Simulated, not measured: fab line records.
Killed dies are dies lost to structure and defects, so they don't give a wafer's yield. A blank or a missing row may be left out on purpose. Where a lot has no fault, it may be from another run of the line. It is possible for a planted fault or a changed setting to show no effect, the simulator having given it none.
What tool caused it? -- flow rit-cmos -- 14 lots, 42 wafers sampled, at 5 steps of a route of 202

## WHAT EACH GAUGE READ, for each wafer
RIT_WELLDRIVE_RS_MEAS_02: measures by four-point-probe. Usual: PWELL_RS typically reads 431.5 ohm/sq, with standard deviation 1.2.
lot,measured,on,PWELL_RS (ohm/sq),flag
L258,day 2 07:55,film-metro-02,432.9 433.2 433.2,
L259,day 2 12:59,film-metro-01,430.2 433.6 430.8,
L260,day 2 17:05,film-metro-04,432.0 432.1 431.3,
L261,day 2 22:02,film-metro-02,432.4 432.4 431.6,
L262,day 3 03:18,film-metro-02,430.3 429.7 431.7,
L263,day 3 06:37,film-metro-04,430.2 430.7 431.0,
L265,day 3 18:48,film-metro-04,427.9 428.0 426.8,OFF
L269,day 4 13:10,film-metro-04,427.1 426.7 426.8,OFF
L274,day 5 14:15,film-metro-01,429.6 430.9 430.2,
L275,day 5 17:49,film-metro-01,432.8 432.0 431.7,
L276,day 5 23:37,film-metro-01,430.5 429.1 429.5,
L277,day 6 04:44,film-metro-04,432.3 432.6 431.9,
L280,day 6 20:05,film-metro-02,433.6 431.4 432.2,
L281,day 7 01:05,film-metro-04,430.2 431.9 430.1,

RIT_CONTACT_CD_MEAS_90 targets a cd of 1000 nm. Usual: 1000.5 nm for cd-nm, sd 2.1.
lot,measured,on,cd-nm (nm),flag
L258,day 3 10:31,cd-sem-01,999.7 1002.1 998.7,
L259,day 3 14:25,cd-sem-01,1002.3 1002.9 1004.1,
L260,day 3 19:46,cd-sem-02,999.9 999.6 1003.1,
L261,day 3 23:14,cd-sem-02,997.5 998.3 996.8,
L262,day 4 06:21,cd-sem-01,999.4 997.9 999.2,
L263,day 4 11:42,cd-sem-02,1003.3 1002.8 1003.6,
L265,day 4 20:20,cd-sem-01,999.6 999.5 999.3,
L269,day 5 16:07,cd-sem-01,1001.2 999.5 1001.6,
L274,day 6 14:08,cd-sem-02,999.8 997.7 997.6,
L275,day 6 19:56,cd-sem-02,998.2 999.2 998.6,
L276,day 7 02:43,cd-sem-01,1001.9 1001.7 1003.9,
L277,day 7 05:16,cd-sem-02,1000.1 1002.1 999.7,
L280,day 7 23:12,cd-sem-01,998.0 998.2 998.1,
L281,day 8 00:46,cd-sem-01,1001.5 1001.2 1004.0,

## TOOL THAT RAN EACH LOT (tool first, then ch and the chambers of the sampled wafers, then the start)
lot,RIT_PWELL_IMPLANT_08,RIT_PRETRO_STRIP_09,RIT_NLDD_STRIP_09
L258,"implanter-04 ch 0, day 2 02:20","plasma-asher-04 ch 0,1, day 2 11:02","plasma-asher-01 ch 0,1, day 2 23:55"
L259,"implanter-04 ch 0, day 2 06:10","plasma-asher-04 ch 0,1, day 2 16:13","plasma-asher-02 ch 0,1, day 3 03:45"
L260,"implanter-02 ch 0, day 2 10:36","plasma-asher-04 ch 0,1, day 2 20:19","plasma-asher-01 ch 0,1, day 3 08:56"
L261,"implanter-04 ch 0, day 2 16:27","plasma-asher-04 ch 0,1, day 3 01:13","plasma-asher-01 ch 0,1, day 3 12:26"
L262,"implanter-04 ch 0, day 2 20:46","plasma-asher-04 ch 0,1, day 3 06:25","plasma-asher-02 ch 0,1, day 3 19:59"
L263,"implanter-02 ch 0, day 3 00:44","plasma-asher-03 ch 0,1, day 3 09:44","plasma-asher-03 ch 0,1, day 4 00:11"
L265,"implanter-02 ch 0, day 3 11:04","plasma-asher-04 ch 0,1, day 3 21:46","plasma-asher-03 ch 0,1, day 4 09:22"
L269,"implanter-02 ch 0, day 4 07:28","plasma-asher-02 ch 0,1, day 4 16:16","plasma-asher-02 ch 0,1, day 5 05:39"
L274,"implanter-03 ch 0, day 5 08:28","plasma-asher-04 ch 0,1, day 5 17:22","plasma-asher-02 ch 0,1, day 6 03:33"
L275,"implanter-04 ch 0, day 5 12:13","plasma-asher-04 ch 0,1, day 5 20:59","plasma-asher-01 ch 0,1, day 6 08:35"
L276,"implanter-03 ch 0, day 5 18:02","plasma-asher-03 ch 0,1, day 6 02:57","plasma-asher-02 ch 0, day 6 15:51"
L277,"implanter-03 ch 0, day 5 21:48","plasma-asher-03 ch 0,1, day 6 07:49","plasma-asher-03 ch 0,1, day 6 18:07"
L280,"implanter-03 ch 0, day 6 13:45","plasma-asher-04 ch 0,1, day 6 23:11","plasma-asher-03 ch 0,1, day 7 11:51"
L281,"implanter-04 ch 0, day 6 19:01","plasma-asher-04 ch 0,1, day 7 04:19","plasma-asher-02 ch 0,1, day 7 14:10"
- RIT_PWELL_IMPLANT_08
- RIT_PRETRO_STRIP_09: strips in O2, time 180 s.
- RIT_NLDD_STRIP_09: strips in O2, time 180 s.

## AS READ BY THE TOOLS THEMSELVES (means over the sampled wafers that have a number; for cases with no such wafer, the mark the record gives instead)
RIT_PWELL_IMPLANT_08. Usual: 170.01 for beam-energy-keV, sd 0.049.
lot,tool,beam-energy-keV,flag
L258,implanter-04,170.06,
L259,implanter-04,170.06,
L260,implanter-02,170.04,
L261,implanter-04,170.00,
L262,implanter-04,169.96,
L263,implanter-02,170.00,
L265,implanter-02,185.18,OFF
L269,implanter-02,185.17,OFF
L274,implanter-03,170.03,
L275,implanter-04,170.02,
L276,implanter-03,169.98,
L277,implanter-03,169.99,
L280,implanter-03,169.97,
L281,implanter-04,169.97,

RIT_PRETRO_STRIP_09. Usual: 5.9 A for drypump-motor-current-A, sd 0.66.
lot,tool,drypump-motor-current-A (A),flag
L258,plasma-asher-04,6.5,
L259,plasma-asher-04,6.5,
L260,plasma-asher-04,6.5,
L261,plasma-asher-04,6.5,
L262,plasma-asher-04,6.2,
L263,plasma-asher-03,5.1,
L265,plasma-asher-04,6.1,
L269,plasma-asher-02,5.5,
L274,plasma-asher-04,6.5,
L275,plasma-asher-04,6.2,
L276,plasma-asher-03,5.1,
L277,plasma-asher-03,5.1,
L280,plasma-asher-04,6.5,
L281,plasma-asher-04,6.2,

RIT_NLDD_STRIP_09. Usual: 5.39 A for drypump-motor-current-A, sd 0.27.
lot,tool,drypump-motor-current-A (A),flag
L258,plasma-asher-01,5.33,
L259,plasma-asher-02,5.52,
L260,plasma-asher-01,5.35,
L261,plasma-asher-01,5.60,
L262,plasma-asher-02,5.52,
L263,plasma-asher-03,5.15,
L265,plasma-asher-03,5.14,
L269,plasma-asher-02,5.48,
L274,plasma-asher-02,5.48,
L275,plasma-asher-01,5.57,
L276,plasma-asher-02,5.56,
L277,plasma-asher-03,5.13,
L280,plasma-asher-03,5.15,
L281,plasma-asher-02,5.53,

## THE ANSWER, worked out from the rows above alone
Rule: lot off if the mean of its wafers having a number is beyond 3 standard deviations from the usual mean. Also off: a lot with no number at a reading for which 4 or more lots have one. Any other lot the step has rows for is counted as sound. First the gauges in route order, then the tools' own readings, where a lot's mean is used as printed above. The first step at which some lot is off is used, and at that step the reading that is off furthest; a lot without a number counts as furthest.
Off: L265, L269, seen at RIT_WELLDRIVE_RS_MEAS_02 (PWELL_RS).
A tool fits if, at a process step before that reading, it ran every lot that is off, and no sound lot after the first of them. Not tried: the gauges at RIT_WELLDRIVE_RS_MEAS_02; whatever is off there is also off at RIT_PWELL_IMPLANT_08, on other tools, and gauge error can't account for it. One candidate fits, namely implanter-02 at RIT_PWELL_IMPLANT_08. Its last sound lot is L263 (day 3 00:44), its first lot that is off L265 (day 3 11:04): a fault that began between those two fits.
On the lots that are off, the tool's own readings at RIT_PWELL_IMPLANT_08 differ by more than 5 times the standard deviation of the sound lots' means, which bears it out; beam-energy-keV reads 185.18 there versus 170.01 on the sound lots.

## WHAT HAD BEEN PUT IN BY THE SIMULATOR
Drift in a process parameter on implanter-02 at RIT_PWELL_IMPLANT_08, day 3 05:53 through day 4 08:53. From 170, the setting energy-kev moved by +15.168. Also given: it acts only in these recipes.
Shown lots that were struck: L265, L269. The rule above reached the same finding.
